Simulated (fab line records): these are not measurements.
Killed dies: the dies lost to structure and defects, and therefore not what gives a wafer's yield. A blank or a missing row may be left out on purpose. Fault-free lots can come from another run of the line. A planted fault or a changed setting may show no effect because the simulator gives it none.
Matching of chambers / flow berkeley_cmos170 / UCB170_V1_CMP_02 on cmp-02: 4 sister chambers
The step polishes SiO2. 4 wafers are shown with their chamber, then 7 later ones without.

WAFERS WITH THEIR CHAMBER
wafer=L741.3; chamber=3; motor_current_A (A)=16.5
wafer=L744.6; chamber=2; motor_current_A (A)=19.2
wafer=L748.2; chamber=1; motor_current_A (A)=15.4
wafer=L748.3; chamber=0; motor_current_A (A)=18.7

WAFERS WHOSE CHAMBER IS MISSING
wafer=L748.6; motor_current_A (A)=17.3
wafer=L758.3; motor_current_A (A)=17.3
wafer=L758.4; motor_current_A (A)=19.0
wafer=L758.5; motor_current_A (A)=15.7
wafer=L760.4; motor_current_A (A)=18.5
wafer=L760.5; motor_current_A (A)=16.1
wafer=L760.6; motor_current_A (A)=19.2

EACH ONE'S CHAMBER
wafer=L748.6; from the rows above=can't be placed: 3 or 0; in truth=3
wafer=L758.3; from the rows above=can't be placed: 3 or 0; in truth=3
wafer=L758.4; from the rows above=can't be placed: 2 or 0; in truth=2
wafer=L758.5; from the rows above=can't be placed: 1 or 3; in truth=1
wafer=L760.4; from the rows above=can't be placed: 0 or 2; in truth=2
wafer=L760.5; from the rows above=can't be placed: 3 or 1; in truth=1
wafer=L760.6; from the rows above=can't be placed: 2 or 0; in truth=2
Correct placement for 0 of the 7. Can't be placed from these rows: 7 (the true chamber is among the candidates in 7). 0 placed wrongly.
How it was worked out, from the rows above alone: a wafer's distance from a chamber is the root of the sum, over the readings, of the square of ((its reading less the chamber's mean) divided by the reading's scatter). The wafer belongs to the nearest chamber; if the next one is less than 2 further off, it can't be placed. For every chamber, the mean is computed from those of its wafers that are shown. The scatter: root of mean squared gap, hidden wafer to nearest shown wafer, with one shown wafer a chamber.
